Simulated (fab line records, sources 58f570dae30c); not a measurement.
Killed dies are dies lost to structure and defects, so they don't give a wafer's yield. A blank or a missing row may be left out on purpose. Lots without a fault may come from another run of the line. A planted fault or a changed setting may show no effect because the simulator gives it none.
fab line records | flow berkeley_cmos170
record lots=24 wafers=72 last_day=12
route steps=331 shown NWELL@26 PFIELD@87 FIELD@126 PLDD@155 V2@306
lots that met no fault: from a run of the same line without faults
start_h: hours from the record's first day to the start of the lot's first wafer shown | wait_h: hours since the lot's step before | " the same as in the row above | L1.1+2: a row that stands for several wafers | - no value, or no start given | * or withheld: withheld | < > ~ a bound
route shown NAME@n: a module of which the file shows steps, and the number in the route of the first | usual: mean/standard deviation of fault-free wafers | same: alike in all rows | chamber/n: place in a boat | sites: the reading at each site | _std_site: their standard deviation | _edge_site: outer sites' mean less inner sites' | radius_mm: how far each site lies from the wafer's centre | mask NAME#n: copy n | behind: the tool/chamber that last shaped the wafer | hold: why the lot was held/for how many hours/how that ended | device: the transistor (n, p or np) that didn't switch | end of line: the same wafers' tests at the end of the route | a step without rows: its recipe alone | killed: dies lost to structure and defects at the first sort, not the wafer's yield | map: a wafer's dies, x killed, . not, _ none there
set.NAME: the setting as run; set.NAME@STEP: as run at that earlier step | model.NAME: the simulator's own value behind a step, which no gauge read
steps of the route over a sample of lots; a table a step, a row a wafer
services: from which hour (start_h, from the record's first day; less than 0 if before it) a tool's chamber was out of use, for how many hours, and why
## steps
# step UCB170_NWELL_OVL_MEAS_12
# usual NWELL_OVL=0/5.7
# columns lot.wafer tool chamber start_h wait_h NWELL_OVL[nm]
L074.2 overlay-01 - 35.60 - 0
L074.4 " - " " -4
L074.6 " - " " -2
L075.1 overlay-01 - 43.64 - 7
L075.5 " - " " 12
L075.6 " - " " 3
L076.2 overlay-02 - 43.79 - -12
L076.3 " - " " -1
L076.6 " - " " -4
L077.4 overlay-01 - 53.40 - -4
L077.5 " - " " -7
L077.6 " - " " -12
L078.1 overlay-01 - 57.41 - -3
L078.3 " - " " -1
L078.5 " - " " 3
L079.2 overlay-01 - 57.69 - 9
L079.3 " - " " -4
L079.4 " - " " 2
L080.2 overlay-02 - 70.49 - 4
L080.5 " - " " 7
L080.6 " - " " 4
L081.2 overlay-02 - 75.87 - -4
L081.4 " - " " -11
L081.5 " - " " -2
L082.1 overlay-02 - 76.02 - -1
L082.3 " - " " -3
L082.4 " - " " -3
L083.2 overlay-01 - 76.23 - 12
L083.3 " - " " 6
L083.4 " - " " 15
L084.1 overlay-01 - 84.13 - 8
L084.2 " - " " 0
L084.3 " - " " -3
L085.3 overlay-02 - 84.27 - -1
L085.4 " - " " 3
L085.5 " - " " 8
L086.2 overlay-02 - 91.73 - 2
L086.3 " - " " -5
L086.4 " - " " 7
L087.2 overlay-02 - 105.32 - -10
L087.3 " - " " 3
L087.6 " - " " -2
L088.2 overlay-02 - 105.59 - -2
L088.4 " - " " -8
L088.6 " - " " -1
L089.3 overlay-02 - 116.11 - 6
L089.5 " - " " 6
L089.6 " - " " 7
L091.2 overlay-01 - 116.22 - 5
L091.3 " - " " 1
L091.5 " - " " -2
L090.1 overlay-02 - 116.36 - 1
L090.2 " - " " 7
L090.6 " - " " 1
L092.3 overlay-01 - 127.08 - -1
L092.4 " - " " 4
L092.6 " - " " 5
L093.2 overlay-01 - 127.59 - 2
L093.4 " - " " -3
L093.6 " - " " -1
L094.1 overlay-02 - 130.07 - -10
L094.2 " - " " 1
L094.5 " - " " -3
L095.2 overlay-02 - 130.19 - 8
L095.5 " - " " 1
L095.6 " - " " 10
L096.2 overlay-02 - 138.75 - -4
L096.3 " - " " 8
L096.5 " - " " 5
L097.1 overlay-02 - 145.40 - 4
L097.2 " - " " -5
L097.6 " - " " -6
# step UCB170_NWELL_STRIP_15
# recipe chemistry=O2 power_w=400 pressure_mtorr=3500 platen_temp_c=withheld o2_flow_sccm=400 overash_fraction=0.5
# usual drypump_motor_current_A=5.6/0.37 oes_product_au=0.721/0.0049 strip_time_to_endpoint_s=18.00/0.13
# columns lot.wafer tool chamber start_h wait_h drypump_motor_current_A oes_product_au rf_hours_counter_h strip_time_to_endpoint_s
L074.2 plasma_asher-01 1 35.88 0.1 6.0 0.716 29 18.12
L074.4 " 1 " " 6.0 0.715 - 17.94
L074.6 " 0 " " 5.5 0.718 - 17.95
L075.1 plasma_asher-04 0 43.92 0.1 6.1 0.722 35 17.78
L075.5 " 0 " " 6.1 0.725 - 17.82
L075.6 " 1 " " 5.8 0.718 - 18.09
L076.2 plasma_asher-03 1 44.07 0.1 5.1 0.711 26 18.11
L076.3 " 0 " " 5.3 0.721 - 17.99
L076.6 " 0 " " 5.3 0.721 - 18.03
L077.4 plasma_asher-04 0 53.70 0.1 6.1 0.715 - 17.87
L077.5 " 0 " " 6.1 0.717 - 17.83
L077.6 " 1 " " 5.8 0.726 - 18.21
L078.1 plasma_asher-03 1 57.69 0.1 5.1 0.725 27 17.91
L078.3 " 0 " " 5.3 0.717 - 17.91
L078.5 " 1 " " 5.1 0.718 - 18.01
L079.2 plasma_asher-01 0 57.97 0.1 5.5 0.722 31 18.00
L079.3 " 1 " " 5.9 0.720 - 17.84
L079.4 " 0 " " 5.5 0.718 - 17.91
L080.2 plasma_asher-03 0 70.77 0.1 5.3 0.721 28 17.87
L080.5 " 1 " " 5.1 0.715 - 18.19
L080.6 " 0 " " 5.3 0.722 - 17.90
L081.2 plasma_asher-01 1 76.15 0.1 5.9 0.726 33 17.96
L081.4 " 1 " " 5.9 0.723 - 18.12
L081.5 " 1 " " 5.9 0.715 - 17.92
L082.1 plasma_asher-03 0 76.31 0.1 5.3 0.713 28 17.93
L082.3 " 0 " " 5.3 0.720 - 18.13
L082.4 " 1 " " 5.1 0.721 - 18.08
L083.2 plasma_asher-04 0 76.51 0.1 6.1 0.712 38 18.21
L083.3 " 1 " " 5.7 0.717 - 18.06
L083.4 " 0 " " 6.1 0.724 - 18.16
L084.1 plasma_asher-04 0 84.42 0.1 6.1 0.731 39 17.79
L084.2 " 1 " " 5.8 0.718 39 18.06
L084.3 " 0 " " 6.1 0.719 - 17.90
L085.3 plasma_asher-03 1 84.58 0.1 5.1 0.710 - 18.23
L085.4 " 0 " " 5.3 0.719 - 18.12
L085.5 " 0 " " 5.3 0.726 - 18.30
L086.2 plasma_asher-01 1 92.01 0.1 5.9 0.721 35 18.12
L086.3 " 1 " " 5.9 0.727 - 18.11
L086.4 " 0 " " 5.5 0.725 - 18.10
L087.2 plasma_asher-03 0 105.60 0.1 5.3 0.720 31 18.19
L087.3 " 1 " " 5.1 0.716 - 18.19
L087.6 " 0 " " 5.3 0.725 - 18.37
L088.2 plasma_asher-03 0 105.88 0.1 5.3 0.715 31 17.78
L088.4 " 0 " " 5.3 0.724 - 17.95
L088.6 " 0 " " 5.3 0.715 - 17.99
L089.3 plasma_asher-03 1 116.42 0.1 5.1 0.726 - 17.93
L089.5 " 0 " " 5.3 0.727 - 18.13
L089.6 " 1 " " 5.1 0.725 - 17.96
L091.2 plasma_asher-04 1 116.51 0.1 5.8 0.723 42 17.94
L091.3 " 1 " " 5.8 0.723 - 17.87
L091.5 " 0 " " 6.1 0.721 - 17.75
L090.1 plasma_asher-01 0 116.65 0.1 5.5 0.729 37 17.94
L090.2 " 1 " " 6.0 0.732 37 17.86
L090.6 " 1 " " 5.9 0.721 - 17.98
L092.3 plasma_asher-01 1 127.39 0.1 6.0 0.720 - 17.96
L092.4 " 0 " " 5.5 0.726 - 17.89
L092.6 " 1 " " 5.9 0.721 - 17.92
L093.2 plasma_asher-04 1 127.94 0.1 5.8 0.728 44 17.95
L093.4 " 1 " " 5.8 0.713 - 17.94
L093.6 " 1 " " 5.8 0.724 - 17.98
L094.1 plasma_asher-04 1 130.36 0.1 5.8 0.716 44 18.04
L094.2 " 0 " " 6.1 0.725 44 18.00
L094.5 " 1 " " 5.8 0.734 - 18.01
L095.2 plasma_asher-01 1 130.51 0.1 5.9 0.719 38 18.03
L095.5 " 1 " " 6.0 0.719 - 17.89
L095.6 " 0 " " 5.5 0.725 - 17.95
L096.2 plasma_asher-04 1 139.03 0.1 5.8 0.727 45 17.79
L096.3 " 1 " " 5.8 0.717 - 18.02
L096.5 " 1 " " 5.7 0.726 - 18.00
L097.1 plasma_asher-03 1 145.69 0.1 5.1 0.721 36 18.01
L097.2 " 0 " " 5.3 0.717 36 17.81
L097.6 " 0 " " 5.3 0.715 - 18.02
# step UCB170_PFIELD_STRIP_08
# recipe chemistry=O2 power_w=400 pressure_mtorr=3500 platen_temp_c=withheld o2_flow_sccm=400 overash_fraction=0.5
# usual drypump_motor_current_A=5.6/0.47 oes_product_au=0.734/0.0046 strip_time_to_endpoint_s=21.61/0.067
# columns lot.wafer tool chamber start_h wait_h drypump_motor_current_A oes_product_au rf_hours_counter_h strip_time_to_endpoint_s
L074.2 plasma_asher-02 0 88.19 0.1 4.8 0.727 37 21.68
L074.4 " 0 " " 4.8 0.733 - 21.70
L074.6 " 1 " " 5.9 0.736 - 21.66
L075.1 plasma_asher-04 1 101.59 0.1 5.7 0.739 40 21.68
L075.5 " 0 " " 6.1 0.731 - 21.71
L075.6 " 1 " " 5.7 0.734 - 21.79
L076.2 plasma_asher-01 1 101.87 0.1 5.9 0.737 35 21.66
L076.3 " 1 " " 5.9 0.720 - 21.63
L076.6 " 1 " " 5.9 0.739 - 21.63
L077.4 plasma_asher-01 0 109.50 0.1 5.5 0.736 - 21.69
L077.5 " 1 " " 5.9 0.735 - 21.76
L077.6 " 0 " " 5.5 0.740 - 21.79
L078.1 plasma_asher-01 1 120.69 0.1 5.9 0.727 37 21.52
L078.3 " 1 " " 5.9 0.736 - 21.59
L078.5 " 1 " " 5.9 0.729 - 21.51
L079.2 plasma_asher-02 0 120.94 0.1 4.8 0.750 0 21.67
L079.3 " 0 " " 4.8 0.732 - 21.66
L079.4 " 1 " " 6.0 0.733 - 21.59
L082.1 plasma_asher-02 0 126.37 0.1 4.8 0.733 1 21.56
L082.3 " 1 " " 5.9 0.732 - 21.63
L082.4 " 0 " " 4.8 0.731 - 21.60
L083.2 plasma_asher-01 1 126.65 0.1 5.9 0.734 38 21.57
L083.3 " 1 " " 5.9 0.734 - 21.64
L083.4 " 0 " " 5.5 0.730 - 21.62
L080.2 plasma_asher-04 1 127.07 0.1 5.8 0.734 44 21.68
L080.5 " 0 " " 6.2 0.742 - 21.60
L080.6 " 1 " " 5.8 0.725 - 21.62
L081.2 plasma_asher-01 1 127.79 0.1 5.9 0.736 38 21.51
L081.4 " 0 " " 5.5 0.738 - 21.57
L081.5 " 1 " " 5.9 0.734 - 21.60
L084.1 plasma_asher-02 0 139.71 0.1 4.8 0.729 3 21.61
L084.2 " 1 " " 5.9 0.733 3 21.63
L084.3 " 0 " " 4.8 0.724 - 21.59
L086.2 plasma_asher-04 1 139.86 0.1 5.8 0.736 45 21.56
L086.3 " 1 " " 5.8 0.736 - 21.61
L086.4 " 0 " " 6.2 0.732 - 21.55
L085.3 plasma_asher-02 0 140.05 0.1 4.8 0.731 - 21.62
L085.4 " 1 " " 5.9 0.739 - 21.65
L085.5 " 1 " " 5.9 0.732 - 21.55
L088.2 plasma_asher-02 0 157.15 0.1 4.8 0.738 5 21.65
L088.4 " 1 " " 5.9 0.737 - 21.65
L088.6 " 1 " " 5.9 0.731 - 21.59
L090.1 plasma_asher-01 1 157.27 0.1 5.9 0.736 40 21.56
L090.2 " 0 " " 5.5 0.728 40 21.64
L090.6 " 1 " " 5.9 0.731 - 21.59
L087.2 plasma_asher-02 0 157.42 0.1 4.8 0.733 5 21.76
L087.3 " 1 " " 5.9 0.727 - 21.69
L087.6 " 0 " " 4.8 0.734 - 21.69
L091.2 plasma_asher-01 1 157.54 0.1 5.9 0.732 41 21.66
L091.3 " 0 " " 5.5 0.738 - 21.66
L091.5 " 1 " " 5.9 0.736 - 21.71
L089.3 plasma_asher-02 1 157.85 0.1 5.9 0.739 - 21.60
L089.5 " 1 " " 6.0 0.729 - 21.57
L089.6 " 0 " " 4.8 0.726 - 21.54
L092.3 plasma_asher-04 0 170.65 0.1 6.2 0.733 - 21.56
L092.4 " 1 " " 5.8 0.738 - 21.53
L092.6 " 0 " " 6.1 0.737 - 21.60
L093.2 plasma_asher-01 1 175.03 0.1 6.0 0.738 43 21.61
L093.4 " 1 " " 6.0 0.727 - 21.59
L093.6 " 1 " " 6.0 0.733 - 21.68
L094.1 plasma_asher-02 0 175.43 0.1 4.8 0.737 7 21.55
L094.2 " 1 " " 6.0 0.739 7 21.68
L094.5 " 1 " " 6.0 0.738 - 21.60
L095.2 plasma_asher-04 1 176.15 0.1 5.8 0.739 50 21.60
L095.5 " 0 " " 6.1 0.729 - 21.68
L095.6 " 1 " " 5.8 0.735 - 21.76
L096.2 plasma_asher-04 0 184.88 0.1 6.1 0.734 51 21.51
L096.3 " 1 " " 5.8 0.733 - 21.55
L096.5 " 0 " " 6.1 0.740 - 21.59
L097.1 plasma_asher-02 0 191.14 0.1 4.8 0.739 9 21.51
L097.2 " 1 " " 5.9 0.737 9 21.56
L097.6 " 1 " " 5.9 0.739 - 21.55
# step UCB170_FIELD_THK_MEAS_91
# recipe reads=SiO2_of_FIELD_OXIDATION_01
# usual FIELD_OXIDE_LEFT_2_THK=361/12
# columns lot.wafer tool chamber start_h wait_h FIELD_OXIDE_LEFT_2_THK[nm]
L074.2 film_metro-02 - 133.48 0.0 371
L074.4 " - " " 372
L074.6 " - " " 371
L075.1 film_metro-02 - 133.85 0.0 366
L075.5 " - " " 367
L075.6 " - " " 371
L077.4 film_metro-02 - 138.69 0.0 345
L077.5 " - " " 345
L077.6 " - " " 349
L076.2 film_metro-03 - 138.79 0.0 385
L076.3 " - " " 375
L076.6 " - " " 378
L078.1 film_metro-03 - 150.56 0.0 380
L078.3 " - " " 379
L078.5 " - " " 373
L079.2 film_metro-02 - 150.57 0.0 373
L079.3 " - " " 369
L079.4 " - " " 363
L080.2 film_metro-02 - 153.22 0.0 371
L080.5 " - " " 369
L080.6 " - " " 365
L082.1 film_metro-03 - 153.84 0.0 362
L082.3 " - " " 369
L082.4 " - " " 367
L083.2 film_metro-03 - 153.91 0.1 375
L083.3 " - " " 376
L083.4 " - " " 380
L081.2 film_metro-03 - 154.20 0.0 361
L081.4 " - " " 366
L081.5 " - " " 366
L085.3 film_metro-03 - 165.92 0.0 362
L085.4 " - " " 380
L085.5 " - " " 378
L086.2 film_metro-04 - 165.98 0.0 352
L086.3 " - " " 359
L086.4 " - " " 367
L084.1 film_metro-04 - 166.26 0.0 361
L084.2 " - " " 354
L084.3 " - " " 354
L088.2 film_metro-04 - 187.91 0.0 365
L088.4 " - " " 361
L088.6 " - " " 356
L091.2 film_metro-02 - 187.91 0.0 363
L091.3 " - " " 360
L091.5 " - " " 366
L089.3 film_metro-03 - 189.62 0.0 373
L089.5 " - " " 362
L089.6 " - " " 367
L087.2 film_metro-02 - 189.70 0.0 365
L087.3 " - " " 358
L087.6 " - " " 352
L090.1 film_metro-03 - 189.96 0.0 346
L090.2 " - " " 357
L090.6 " - " " 357
L092.3 film_metro-04 - 205.52 0.0 353
L092.4 " - " " 351
L092.6 " - " " 350
L094.1 film_metro-03 - 210.05 0.0 355
L094.2 " - " " 353
L094.5 " - " " 356
L095.2 film_metro-03 - 210.17 0.0 349
L095.5 " - " " 351
L095.6 " - " " 354
L093.2 film_metro-03 - 210.42 0.0 346
L093.4 " - " " 351
L093.6 " - " " 352
L096.2 film_metro-02 - 218.82 0.0 363
L096.3 " - " " 347
L096.5 " - " " 349
L097.1 film_metro-04 - 228.22 0.0 331
L097.2 " - " " 329
L097.6 " - " " 324
# step UCB170_PLDD_STRIP_10
# recipe chemistry=O2 power_w=400 pressure_mtorr=3500 platen_temp_c=withheld o2_flow_sccm=400 overash_fraction=0.5
# usual drypump_motor_current_A=5.7/0.44 oes_product_au=0.735/0.0049 strip_time_to_endpoint_s=21.62/0.063
# columns lot.wafer tool chamber start_h wait_h drypump_motor_current_A oes_product_au rf_hours_counter_h strip_time_to_endpoint_s
L075.1 plasma_asher-02 1 141.65 0.1 5.9 0.727 3 21.62
L075.5 " 0 " " 4.8 0.728 - 21.60
L075.6 " 1 " " 5.9 0.737 - 21.58
L074.2 plasma_asher-02 0 141.95 0.1 4.8 0.737 3 21.51
L074.4 " 0 " " 4.8 0.744 - 21.63
L074.6 " 1 " " 5.9 0.734 - 21.56
L077.4 plasma_asher-01 1 152.85 0.1 5.9 0.736 - 21.63
L077.5 " 0 " " 5.5 0.738 - 21.65
L077.6 " 1 " " 5.9 0.738 - 21.57
L076.2 plasma_asher-04 0 153.09 0.1 6.1 0.733 46 21.69
L076.3 " 0 " " 6.1 0.733 - 21.67
L076.6 " 0 " " 6.1 0.736 - 21.67
L079.2 plasma_asher-04 1 160.32 0.1 5.8 0.727 47 21.52
L079.3 " 1 " " 5.8 0.733 - 21.62
L079.4 " 0 " " 6.2 0.740 - 21.54
L078.1 plasma_asher-01 1 160.87 0.1 5.9 0.734 41 21.50
L078.3 " 0 " " 5.6 0.729 - 21.58
L078.5 " 1 " " 5.9 0.728 - 21.48
L082.1 plasma_asher-02 0 166.29 0.1 4.8 0.732 6 21.70
L082.3 " 0 " " 4.8 0.733 - 21.73
L082.4 " 1 " " 5.9 0.733 - 21.69
L080.2 plasma_asher-01 1 166.59 0.1 5.9 0.728 42 21.55
L080.5 " 0 " " 5.5 0.740 - 21.62
L080.6 " 1 " " 5.9 0.744 - 21.68
L083.2 plasma_asher-02 1 166.90 0.1 6.0 0.729 6 21.69
L083.3 " 0 " " 4.8 0.724 - 21.68
L083.4 " 1 " " 6.0 0.738 - 21.65
L081.2 plasma_asher-01 1 167.22 0.1 5.9 0.726 42 21.53
L081.4 " 0 " " 5.5 0.731 - 21.56
L081.5 " 1 " " 5.9 0.730 - 21.58
L085.3 plasma_asher-04 1 180.49 0.1 5.7 0.741 - 21.60
L085.4 " 0 " " 6.1 0.734 - 21.53
L085.5 " 0 " " 6.1 0.746 - 21.58
L084.1 plasma_asher-04 1 180.70 0.1 5.7 0.724 50 21.72
L084.2 " 0 " " 6.1 0.736 50 21.71
L084.3 " 0 " " 6.1 0.737 - 21.69
L086.2 plasma_asher-02 0 180.79 0.1 4.8 0.733 8 21.54
L086.3 " 0 " " 4.8 0.730 - 21.53
L086.4 " 1 " " 6.0 0.735 - 21.62
L088.2 plasma_asher-01 0 203.76 0.1 5.5 0.734 47 21.73
L088.4 " 1 " " 5.9 0.738 - 21.73
L088.6 " 0 " " 5.5 0.728 - 21.75
L087.2 plasma_asher-04 0 204.04 0.1 6.1 0.734 53 21.62
L087.3 " 0 " " 6.1 0.736 - 21.64
L087.6 " 0 " " 6.1 0.736 - 21.65
L091.2 plasma_asher-01 1 204.18 0.1 6.0 0.733 47 21.55
L091.3 " 1 " " 5.9 0.738 - 21.53
L091.5 " 1 " " 6.0 0.737 - 21.56
L090.1 plasma_asher-04 0 204.30 0.1 6.1 0.734 53 21.67
L090.2 " 1 " " 5.7 0.735 53 21.67
L090.6 " 0 " " 6.1 0.732 - 21.69
L089.3 plasma_asher-01 0 204.43 0.1 5.5 0.733 - 21.64
L089.5 " 0 " " 5.5 0.736 - 21.61
L089.6 " 1 " " 5.9 0.736 - 21.65
L092.3 plasma_asher-02 0 222.13 0.1 4.8 0.735 - 21.64
L092.4 " 1 " " 5.9 0.735 - 21.64
L092.6 " 1 " " 5.9 0.736 - 21.60
L094.1 plasma_asher-01 0 222.45 0.1 5.5 0.730 49 21.62
L094.2 " 1 " " 5.9 0.737 49 21.71
L094.5 " 1 " " 5.9 0.733 - 21.69
L095.2 plasma_asher-04 0 222.75 0.1 6.2 0.740 55 21.61
L095.5 " 1 " " 5.7 0.734 - 21.54
L095.6 " 0 " " 6.1 0.739 - 21.62
L093.2 plasma_asher-02 0 223.05 0.1 4.8 0.732 12 21.60
L093.4 " 1 " " 6.0 0.736 - 21.66
L093.6 " 0 " " 4.8 0.740 - 21.57
L096.2 plasma_asher-02 0 233.31 0.1 4.8 0.744 14 21.69
L096.3 " 0 " " 4.8 0.723 - 21.69
L096.5 " 1 " " 5.9 0.736 - 21.69
L097.1 plasma_asher-04 1 240.85 0.1 5.8 0.726 58 21.62
L097.2 " 0 " " 6.1 0.729 58 21.58
L097.6 " 1 " " 5.8 0.743 - 21.57
# step UCB170_V2_ETCH_14
# recipe chemistry=CHF3/CF4/Ar target=SiO2 stop_on=Al CHF3_flow_sccm=45 cf4_flow_sccm=15 Ar_flow_sccm=150 pressure_mtorr=200 rf_w=700 target_depth_a=12500 over_etch_frac=0.25 time_s=300.3
# usual drypump_motor_current_A=5.8/0.39 oes_product_au=0.874/0.013 throttle_valve_pct=6.97/0.15
# columns lot.wafer tool chamber start_h wait_h drypump_motor_current_A oes_product_au rf_hours_counter_h throttle_valve_pct
L075.1 rie_diel-01 1 178.36 0.0 5.9 0.882 83 6.77
L075.5 " 1 " " 5.9 0.892 - 6.76
L075.6 " 2 " " 6.0 0.884 - 6.89
L074.2 rie_diel-02 2 179.36 0.0 5.7 0.895 55 7.12
L074.4 " 3 " " 6.1 0.861 75 6.83
L074.6 " 0 " " 5.5 0.870 - 7.12
L077.4 rie_diel-01 2 186.95 0.1 5.9 0.880 - 6.88
L077.5 " 1 " " 5.9 0.889 - 6.79
L077.6 " 3 " " 5.0 0.871 - 7.13
L076.2 rie_diel-01 3 187.59 0.0 5.0 0.859 74 7.14
L076.3 " 1 " " 6.0 0.887 83 6.78
L076.6 " 3 " " 5.0 0.860 - 7.12
L078.1 rie_diel-04 3 195.34 0.0 6.4 0.839 142 6.76
L078.3 " 2 " " 5.9 0.874 55 7.02
L078.5 " 2 " " 5.8 0.881 - 7.03
L079.2 rie_diel-01 3 195.69 0.0 5.0 0.856 75 7.14
L079.3 " 0 " " 6.4 0.868 37 7.14
L079.4 " 2 " " 5.9 0.884 19 6.87
L083.2 rie_diel-02 2 204.83 0.0 5.8 0.891 56 7.12
L083.3 " 1 " " 5.6 0.863 22 7.06
L083.4 " 3 " " 6.1 0.853 76 6.85
L082.1 rie_diel-04 3 205.98 0.0 6.4 0.850 143 6.75
L082.3 " 0 " " 5.6 0.870 15 7.00
L082.4 " 2 " " 5.9 0.875 56 7.03
L080.2 rie_diel-01 2 206.28 0.0 6.0 0.887 19 6.87
L080.5 " 0 " " 6.4 0.878 - 7.15
L080.6 " 1 " " 5.9 0.892 - 6.77
L081.2 rie_diel-02 2 206.63 0.0 5.7 0.892 56 7.12
L081.4 " 1 " " 5.6 0.865 23 7.07
L081.5 " 3 " " 6.1 0.858 - 6.84
L086.2 rie_diel-01 1 214.96 0.0 5.9 0.892 85 6.74
L086.3 " 2 " " 5.9 0.884 20 6.88
L086.4 " 3 " " 5.0 0.863 - 7.11
L085.3 rie_diel-04 1 215.70 0.0 5.7 0.888 22 6.82
L085.4 " 2 " " 5.8 0.873 57 7.05
L085.5 " 0 " " 5.6 0.862 - 7.00
L084.1 rie_diel-02 2 215.97 0.0 5.8 0.887 56 7.12
L084.2 " 1 " " 5.5 0.865 23 7.05
L084.3 " 3 " " 6.1 0.869 77 6.84
L088.2 rie_diel-01 3 241.10 0.0 5.0 0.861 77 7.13
L088.4 " 2 " " 5.9 0.874 21 6.88
L088.6 " 1 " " 5.9 0.889 - 6.78
L089.3 rie_diel-02 3 241.63 0.0 6.1 0.859 78 6.84
L089.5 " 2 " " 5.7 0.898 - 7.12
L089.6 " 3 " " 6.1 0.856 - 6.84
L087.2 rie_diel-02 0 243.24 0.0 5.5 0.874 79 7.10
L087.3 " 2 " " 5.7 0.885 58 7.11
L087.6 " 0 " " 5.5 0.871 - 7.12
L090.1 rie_diel-01 3 243.53 0.0 5.0 0.859 78 7.13
L090.2 " 2 " " 5.9 0.887 21 6.87
L090.6 " 0 " " 6.4 0.877 - 7.16
L091.2 rie_diel-04 3 244.24 0.0 6.4 0.865 0 6.75
L091.3 " 0 " " 5.6 0.873 17 7.00
L091.5 " 1 " " 5.7 0.891 - 6.82
L093.2 rie_diel-01 3 261.21 0.0 5.0 0.848 78 7.13
L093.4 " 0 " " 6.4 0.875 41 7.13
L093.6 " 0 " " 6.4 0.870 - 7.15
L094.1 rie_diel-02 1 261.60 0.0 5.6 0.871 25 7.06
L094.2 " 3 " " 6.1 0.860 80 6.83
L094.5 " 0 " " 5.5 0.872 - 7.11
L095.2 rie_diel-01 0 261.88 0.0 6.5 0.882 41 7.15
L095.5 " 0 " " 6.4 0.870 - 7.14
L095.6 " 3 " " 5.0 0.856 - 7.12
L092.3 rie_diel-02 1 262.43 0.0 5.6 0.868 25 7.06
L092.4 " 0 " " 5.5 0.876 80 7.11
L092.6 " 0 " " 5.5 0.866 - 7.09
L096.2 rie_diel-01 0 268.52 0.0 6.4 0.869 41 7.15
L096.3 " 1 " " 5.9 0.893 88 6.77
L096.5 " 0 " " 6.4 0.869 - 7.16
L097.1 rie_diel-04 1 275.76 0.0 5.7 0.897 26 6.85
L097.2 " 3 " " 6.4 0.855 2 6.77
L097.6 " 3 " " 6.4 0.856 - 6.76
## services
# columns tool chamber start_h hours kind
rie_diel-04 - 25.58 2.6 repair
rie_diel-04 - 49.31 14.6 pm
plasma_asher-03 - 59.02 2.8 pm
plasma_asher-01 - 59.91 2.3 repair
rie_diel-02 2 89.52 16.7 repair
plasma_asher-01 - 95.04 1.7 repair
plasma_asher-02 - 108.75 9.0 pm
plasma_asher-02 0 108.75 9.0 vent_cycle
plasma_asher-02 1 108.75 9.0 vent_cycle
plasma_asher-02 0 117.75 - clean
plasma_asher-02 1 117.75 - clean
plasma_asher-01 - 138.32 4.1 repair
plasma_asher-04 - 141.74 1.0 repair
rie_diel-04 0 181.02 14.3 repair
rie_diel-01 0 183.49 4.8 repair
rie_diel-01 2 190.53 1.8 repair
rie_diel-01 0 212.10 5.2 repair
plasma_asher-01 - 232.08 2.8 repair
rie_diel-02 1 235.71 6.3 repair
rie_diel-02 2 243.74 2.1 repair
rie_diel-04 2 253.76 6.3 repair
plasma_asher-01 - 255.87 0.3 repair
rie_diel-02 - 259.35 0.7 repair
rie_diel-04 0 270.42 7.9 repair
## key
fault none
